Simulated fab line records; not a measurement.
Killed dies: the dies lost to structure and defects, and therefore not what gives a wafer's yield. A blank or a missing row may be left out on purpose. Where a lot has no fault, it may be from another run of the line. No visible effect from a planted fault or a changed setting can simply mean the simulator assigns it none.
Which tool is to blame? :: flow berkeley-cmos170 :: Sampling: 7 lots, 21 wafers, 2 of 331 route steps

## WHAT THE GAUGES READ, wafer by wafer
UCB170_GATE_THK_MEAS_05.
lot: L804
measured: day 7 12:16
on: film-metro-04
GATE_POLY_THK (nm): 212.8 213.6 214.1

lot: L807
measured: day 8 03:23
on: film-metro-03
GATE_POLY_THK (nm): 216.9 217.5 217.4

lot: L808
measured: day 8 11:58
on: film-metro-01
GATE_POLY_THK (nm): 215.8 216.9 218.2

lot: L812
measured: day 9 12:13
on: film-metro-04
GATE_POLY_THK (nm): 214.6 214.6 216.8

lot: L816
measured: day 9 20:29
on: film-metro-04
GATE_POLY_THK (nm): 215.0 214.4 215.1

lot: L817
measured: day 10 11:47
on: film-metro-01
GATE_POLY_THK (nm): 184.0 186.4 185.5

lot: L821
measured: day 10 22:23
on: film-metro-04
GATE_POLY_THK (nm): 213.6 215.5 215.3

## EACH LOT AND THE TOOL THAT RAN IT (in order: tool; ch and the chambers of the sampled wafers; start)
lot: L804
UCB170_GATE_CVD_04: lpcvd-01 ch 1, day 7 10:52

lot: L807
UCB170_GATE_CVD_04: lpcvd-02 ch 1, day 8 01:59

lot: L808
UCB170_GATE_CVD_04: lpcvd-01 ch 0, day 8 10:34

lot: L812
UCB170_GATE_CVD_04: lpcvd-01 ch 0, day 9 10:49

lot: L816
UCB170_GATE_CVD_04: lpcvd-01 ch 1, day 9 18:23

lot: L817
UCB170_GATE_CVD_04: lpcvd-01 ch 1, day 10 10:19

lot: L821
UCB170_GATE_CVD_04: lpcvd-02 ch 1, day 10 20:56
- UCB170_GATE_CVD_04: deposits poly-Si from SiH4, time 1440 s, target thk 214 nm.

## THE ANSWER, worked out from the rows above alone
Rule: the usual values come from the lots themselves. Put in order of their means at a reading, lots are off if they are a third of the lots or fewer, leave a main group of 4 or more, and stand apart from it by a gap of 3 or more times the standard deviation of the main group's means; of several such gaps the widest counts. If all means in a main group match to the digits the tables above print for the reading, that group is not used. Also off: a lot with no number at a reading for which 4 or more lots have one. Any other lot the step has rows for is counted as sound.
Off: L817, at UCB170_GATE_THK_MEAS_05 (GATE_POLY_THK). The main group has a mean of 215.5 nm with a standard deviation of 1.3.
If a tool, at a process step before that reading, ran all the lots that are off and no sound lot after the first of them, it fits. The gauges at UCB170_GATE_THK_MEAS_05 are tried like those tools. 2 tools fit, lpcvd-01 at UCB170_GATE_CVD_04 and film-metro-01 at UCB170_GATE_THK_MEAS_05, so this cannot tell which one it is.

## WHAT HAD BEEN PUT IN BY THE SIMULATOR
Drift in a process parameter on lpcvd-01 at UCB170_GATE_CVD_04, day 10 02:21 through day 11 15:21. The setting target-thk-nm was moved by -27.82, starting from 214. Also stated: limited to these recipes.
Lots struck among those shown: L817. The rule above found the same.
